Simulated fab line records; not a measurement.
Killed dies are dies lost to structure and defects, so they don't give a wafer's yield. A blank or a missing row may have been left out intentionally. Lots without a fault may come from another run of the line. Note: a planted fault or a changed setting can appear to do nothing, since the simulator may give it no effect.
Comparing a struck lot with a sound one    flow berkeley cmos170    33 steps out of a route of 331
Sound: wafers L586.1, L586.2, L586.6. Wafers L593.1, L593.2, L593.3 were the ones struck. The cause is named last.
For every step that has rows: the tool of each side, followed by ch and its chambers, followed by its first start. Under that, the readings that differ: sound wafers    struck wafers    difference of the means    sigmas: that difference in standard deviations of wafers without a fault.
alike: readings with means less than 2 such deviations apart, plus words and numbers identical on both sides. not compared: withheld readings, readings lacking a value on some wafer, bounds such as >300 that could conceal the same value, and numbers that have no deviation in the record and whose values overlap.
Wherever a step has rows on one side only, a row that says differs or no value, or a row with sigmas, the two part there. When numbers do not overlap yet have no deviation, they are printed without sigmas and do not part them. Lack of a reading on every wafer of one side parts them only where that side has two or more wafers.

first, 8 steps without rows for these wafers: UCB170_M2_SOFTBAKE_11 (time 60 s); UCB170_M2_EXPOSE_12 (exposes mask METAL2, target cd 700 nm); UCB170_M2_PEB_13; UCB170_M2_DEVELOP_14 (develop time 45 s); UCB170_M2_ETCH_17 (etches BARC in N2/H2); UCB170_M2_METAL_ETCH_18 (etches Al in Cl2/BCl3, stops on SiO2, target depth 1170 nm, time 201 s); UCB170_M2_STRIP_19 (strips in O2); UCB170_V2_CVD_00 (deposits SiO2 from TEOS/O2, target thk 2000 nm, time 250 s).
UCB170_V2_CMP_02: polishes SiO2.
  sound on cmp-02 ch 1,2, day 9 03:24; struck on cmp-02 ch 1,2,3, day 10 21:55
reading                              sound             struck             difference  sigmas
model.SiO2_of_V2_CVD_00.thk nm (nm)  1001 999.6 999.6  749.1 749.7 748.8  -250.9      
  alike: motor current A, retaining ring pressure frac
UCB170_V2_THK_MEAS_04:
  sound on film metro-04 at day 9 03:49; struck on film metro-02 at day 10 22:20
reading               sound                struck             difference  sigmas
V2_POLISHED_THK (nm)  1000.6 1000.3 999.3  749.2 749.1 749.5  -250.8      -99 or more
then, 7 steps without rows for these wafers: UCB170_V2_CLEAN_05 (cleans in DIW); UCB170_V2_HMDS_06 (prime time 60 s); UCB170_V2_COAT_07 (resist thk 900 nm); UCB170_V2_SOFTBAKE_08 (time 60 s); UCB170_V2_EXPOSE_09 (exposes mask VIA2, target cd 700 nm); UCB170_V2_PEB_10; UCB170_V2_DEVELOP_11 (develop time 45 s).
UCB170_V2_ETCH_14: etches SiO2 in CHF3/CF4/Ar, stops on Al, target depth 1250 nm, time 291 s.
  sound on rie diel-02 ch 0,1,2, day 9 05:31; struck on rie diel-02 ch 0,1,3, day 10 23:35
reading                         sound              struck             difference  sigmas
oes product au (a.u.)           0.880 0.895 0.890  0.768 0.771 0.733  -0.131      -9
model.V2.feature depth nm (nm)  1001 999.6 999.9   749.1 749.9 749    -250.8      
model.etch.depth nm (nm)        1001 999.6 999.6   749.1 749.7 748.8  -250.9      
  alike: drypump motor current A, mfc ar sccm, throttle valve pct
  not compared: rf hours counter h
then, 14 steps without rows for these wafers: UCB170_V2_STRIP_15 (strips in O2); UCB170_M3_PRE_CLEAN_00 (preclean etch time 60 s); UCB170_M3_SPUTTER_01 (material Al, target thk 900 nm, time 120 s); UCB170_M3_HMDS_04 (prime time 60 s); UCB170_M3_COAT_05 (resist thk 900 nm); UCB170_M3_SOFTBAKE_06 (time 60 s); UCB170_M3_STRIP_07 (strips in O2); UCB170_M3_STRIP_08 (strips KrF in DMSO, time 600 s); UCB170_M3_COAT_09; UCB170_M3_COAT_10 (resist thk 900 nm); UCB170_M3_SOFTBAKE_11 (time 60 s); UCB170_M3_EXPOSE_12 (exposes mask METAL3, target cd 700 nm); UCB170_M3_PEB_13; UCB170_M3_DEVELOP_14 (develop time 45 s).
UCB170_M3_METAL_ETCH_18: etches Al in Cl2/BCl3, stops on SiO2, target depth 1170 nm, time 200.3 s.
  sound on rie metal-01 ch 0,1, day 9 08:26; struck on rie metal-04 ch 0,1, day 11 02:14
reading                              sound              struck           difference  sigmas
model.SiO2_of_V2_CVD_00.thk nm (nm)  937.5 936.6 936.6  686 687.5 686.5  -250        
  alike: drypump motor current A, oes product au, throttle valve pct
  not compared: rf hours counter h

WHERE THEY PART
First at UCB170_V2_THK_MEAS_04; last, within this record, at UCB170_V2_ETCH_14. Later steps at which nothing parts them and some readings are alike: UCB170_M3_METAL_ETCH_18.

WHY: what had been put in by the simulator
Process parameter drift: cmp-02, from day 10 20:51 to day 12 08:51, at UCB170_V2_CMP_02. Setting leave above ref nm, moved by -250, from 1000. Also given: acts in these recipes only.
